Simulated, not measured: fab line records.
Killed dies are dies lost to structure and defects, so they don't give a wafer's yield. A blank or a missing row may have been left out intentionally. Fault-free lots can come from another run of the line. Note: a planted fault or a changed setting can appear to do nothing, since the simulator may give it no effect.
The tool behind it: which one? || flow berkeleyCmos170 || Sampling: 14 lots, 42 wafers, 3 of 331 route steps

## WHAT THE GAUGES SHOWED, per wafer
UCB170_M2_CD_MEAS_15 targets a cd of 700 nm.
{"lot": "L869", "measured": "day 8 11:20", "on": "cdSem-01", "cdNm (nm)": "701.7 701.8 701.7"}
{"lot": "L871", "measured": "day 9 04:02", "on": "cdSem-01", "cdNm (nm)": "701.1 702.3 701.9"}
{"lot": "L870", "measured": "day 8 23:37", "on": "cdSem-02", "cdNm (nm)": "698.9 698.1 698.4"}
{"lot": "L872", "measured": "day 9 00:13", "on": "cdSem-01", "cdNm (nm)": "696.6 696.7 697.4"}
{"lot": "L875", "measured": "day 9 18:41", "on": "cdSem-02", "cdNm (nm)": "697.7 698.8 699.4"}
{"lot": "L878", "measured": "day 10 11:38", "on": "cdSem-02", "cdNm (nm)": "696.7 698.2 698.2"}
{"lot": "L881", "measured": "day 10 15:16", "on": "cdSem-01", "cdNm (nm)": "698.5 699.9 699.2"}
{"lot": "L882", "measured": "day 11 08:52", "on": "cdSem-02", "cdNm (nm)": "700.4 700.8 700.4"}
{"lot": "L884", "measured": "day 11 11:41", "on": "cdSem-02", "cdNm (nm)": "699.0 699.1 699.7"}
{"lot": "L883", "measured": "day 11 10:04", "on": "cdSem-01", "cdNm (nm)": "698.7 700.6 698.9"}
{"lot": "L887", "measured": "day 11 19:57", "on": "cdSem-02", "cdNm (nm)": "698.9 699.8 700.2"}
{"lot": "L885", "measured": "day 11 21:03", "on": "cdSem-02", "cdNm (nm)": "699.2 698.5 699.3"}
{"lot": "L889", "measured": "day 12 10:56", "on": "cdSem-02", "cdNm (nm)": "699.9 701.8 699.3"}
{"lot": "L890", "measured": "day 13 09:53", "on": "cdSem-01", "cdNm (nm)": "702.1 701.3 700.5"}

UCB170_M3_RS_MEAS_02: measures by four-point-probe.
{"lot": "L869", "measured": "day 8 15:18", "on": "filmMetro-03", "M3_AL_RS (ohm/sq)": "0.0320 0.0316 0.0315"}
{"lot": "L871", "measured": "day 9 07:22", "on": "filmMetro-01", "M3_AL_RS (ohm/sq)": "0.0319 0.0322 0.0325"}
{"lot": "L870", "measured": "day 9 03:25", "on": "filmMetro-02", "M3_AL_RS (ohm/sq)": "0.0318 0.0318 0.0320"}
{"lot": "L872", "measured": "day 9 04:13", "on": "filmMetro-02", "M3_AL_RS (ohm/sq)": "0.0321 0.0323 0.0323"}
{"lot": "L875", "measured": "day 9 22:01", "on": "filmMetro-03", "M3_AL_RS (ohm/sq)": "0.0316 0.0320 0.0321"}
{"lot": "L878", "measured": "day 10 15:04", "on": "filmMetro-02", "M3_AL_RS (ohm/sq)": "0.0325 0.0323 0.0324"}
{"lot": "L881", "measured": "day 10 20:11", "on": "filmMetro-02", "M3_AL_RS (ohm/sq)": "0.0325 0.0324 0.0325"}
{"lot": "L882", "measured": "day 11 12:05", "on": "filmMetro-03", "M3_AL_RS (ohm/sq)": "0.0324 0.0322 0.0322"}
{"lot": "L884", "measured": "day 11 14:45", "on": "filmMetro-03", "M3_AL_RS (ohm/sq)": "0.0319 0.0321 0.0322"}
{"lot": "L883", "measured": "day 11 13:07", "on": "filmMetro-02", "M3_AL_RS (ohm/sq)": "0.0320 0.0322 0.0323"}
{"lot": "L887", "measured": "day 12 01:32", "on": "filmMetro-03", "M3_AL_RS (ohm/sq)": "0.0325 0.0325 0.0325"}
{"lot": "L885", "measured": "day 12 01:48", "on": "filmMetro-01", "M3_AL_RS (ohm/sq)": "0.0318 0.0320 0.0317"}
{"lot": "L889", "measured": "day 12 14:08", "on": "filmMetro-03", "M3_AL_RS (ohm/sq)": "0.0324 0.0325 0.0325"}
{"lot": "L890", "measured": "day 13 13:12", "on": "filmMetro-03", "M3_AL_RS (ohm/sq)": "0.0328 0.0329 0.0327"}

## EACH LOT AND THE TOOL THAT RAN IT (in order: tool; ch and the chambers of the sampled wafers; start)
{"lot": "L869", "UCB170_PVT_STRIP_08": "plasmaAsher-02 ch 0,1, day 6 12:47"}
{"lot": "L871", "UCB170_PVT_STRIP_08": "plasmaAsher-04 ch 0,1, day 7 01:47"}
{"lot": "L870", "UCB170_PVT_STRIP_08": "plasmaAsher-01 ch 0,1, day 7 02:31"}
{"lot": "L872", "UCB170_PVT_STRIP_08": "plasmaAsher-02 ch 0, day 7 03:12"}
{"lot": "L875", "UCB170_PVT_STRIP_08": "plasmaAsher-04 ch 0,1, day 8 00:06"}
{"lot": "L878", "UCB170_PVT_STRIP_08": "plasmaAsher-01 ch 0,1, day 8 09:53"}
{"lot": "L881", "UCB170_PVT_STRIP_08": "plasmaAsher-01 ch 0,1, day 8 19:06"}
{"lot": "L882", "UCB170_PVT_STRIP_08": "plasmaAsher-01 ch 0,1, day 9 05:35"}
{"lot": "L884", "UCB170_PVT_STRIP_08": "plasmaAsher-02 ch 0,1, day 9 05:38"}
{"lot": "L883", "UCB170_PVT_STRIP_08": "plasmaAsher-04 ch 0,1, day 9 05:38"}
{"lot": "L887", "UCB170_PVT_STRIP_08": "plasmaAsher-02 ch 0,1, day 9 21:28"}
{"lot": "L885", "UCB170_PVT_STRIP_08": "plasmaAsher-04 ch 0,1, day 9 21:35"}
{"lot": "L889", "UCB170_PVT_STRIP_08": "plasmaAsher-02 ch 0,1, day 10 11:58"}
{"lot": "L890", "UCB170_PVT_STRIP_08": "plasmaAsher-02 ch 0,1, day 11 06:22"}
- UCB170_PVT_STRIP_08: strips in O2.

## WHAT THE TOOLS THEMSELVES READ (means of the sampled wafers that have a number; where no wafer has one, the mark that the record gives instead)
UCB170_PVT_STRIP_08.
{"lot": "L869", "tool": "plasmaAsher-02", "drypumpMotorCurrentA (A)": 5.1, "oesProductAu (a.u.)": 0.731, "stripTimeToEndpointS (s)": 21.64}
{"lot": "L871", "tool": "plasmaAsher-04", "drypumpMotorCurrentA (A)": 6.4, "oesProductAu (a.u.)": 0.736, "stripTimeToEndpointS (s)": 21.61}
{"lot": "L870", "tool": "plasmaAsher-01", "drypumpMotorCurrentA (A)": 6.1, "oesProductAu (a.u.)": 0.736, "stripTimeToEndpointS (s)": 21.61}
{"lot": "L872", "tool": "plasmaAsher-02", "drypumpMotorCurrentA (A)": 6.0, "oesProductAu (a.u.)": 0.734, "stripTimeToEndpointS (s)": 21.62}
{"lot": "L875", "tool": "plasmaAsher-04", "drypumpMotorCurrentA (A)": 6.5, "oesProductAu (a.u.)": 0.736, "stripTimeToEndpointS (s)": 21.71}
{"lot": "L878", "tool": "plasmaAsher-01", "drypumpMotorCurrentA (A)": 5.8, "oesProductAu (a.u.)": 0.733, "stripTimeToEndpointS (s)": 21.61}
{"lot": "L881", "tool": "plasmaAsher-01", "drypumpMotorCurrentA (A)": 5.8, "oesProductAu (a.u.)": 0.738, "stripTimeToEndpointS (s)": 21.55}
{"lot": "L882", "tool": "plasmaAsher-01", "drypumpMotorCurrentA (A)": 5.8, "oesProductAu (a.u.)": 0.734, "stripTimeToEndpointS (s)": 21.57}
{"lot": "L884", "tool": "plasmaAsher-02", "drypumpMotorCurrentA (A)": 5.5, "oesProductAu (a.u.)": 0.732, "stripTimeToEndpointS (s)": 21.61}
{"lot": "L883", "tool": "plasmaAsher-04", "drypumpMotorCurrentA (A)": 6.4, "oesProductAu (a.u.)": 0.731, "stripTimeToEndpointS (s)": 21.69}
{"lot": "L887", "tool": "plasmaAsher-02", "drypumpMotorCurrentA (A)": 5.1, "oesProductAu (a.u.)": 0.732, "stripTimeToEndpointS (s)": 21.67}
{"lot": "L885", "tool": "plasmaAsher-04", "drypumpMotorCurrentA (A)": 6.4, "oesProductAu (a.u.)": 0.737, "stripTimeToEndpointS (s)": 21.72}
{"lot": "L889", "tool": "plasmaAsher-02", "drypumpMotorCurrentA (A)": 5.5, "oesProductAu (a.u.)": 0.735, "stripTimeToEndpointS (s)": 21.70}
{"lot": "L890", "tool": "plasmaAsher-02", "drypumpMotorCurrentA (A)": 5.1, "oesProductAu (a.u.)": 0.727, "stripTimeToEndpointS (s)": 21.67}

## THE ANSWER, worked out from the rows above alone
Rule: usual is defined by the lots themselves. The widest of any qualifying gaps counts: lots, ordered by their means at a reading, are off when they make up no more than a third of the lots, leave a main group of 4 or more, and stand apart from it by 3 or more times the standard deviation of that group's means. If all means in a main group match to the digits the tables above print for the reading, that group is not used. Also off: a lot with no number at a reading for which 4 or more lots have one. All remaining lots with rows at the step are treated as sound. Order of review: gauges by route order, followed by the tools' own readings, for which a lot's mean as printed above is used. At the first step where some lot is off, the reading lying furthest off is the one used; lots without a number count as furthest.
No lot is off at any reading shown: from this, nothing can be told.

## WHAT THE SIMULATOR HAD INSERTED
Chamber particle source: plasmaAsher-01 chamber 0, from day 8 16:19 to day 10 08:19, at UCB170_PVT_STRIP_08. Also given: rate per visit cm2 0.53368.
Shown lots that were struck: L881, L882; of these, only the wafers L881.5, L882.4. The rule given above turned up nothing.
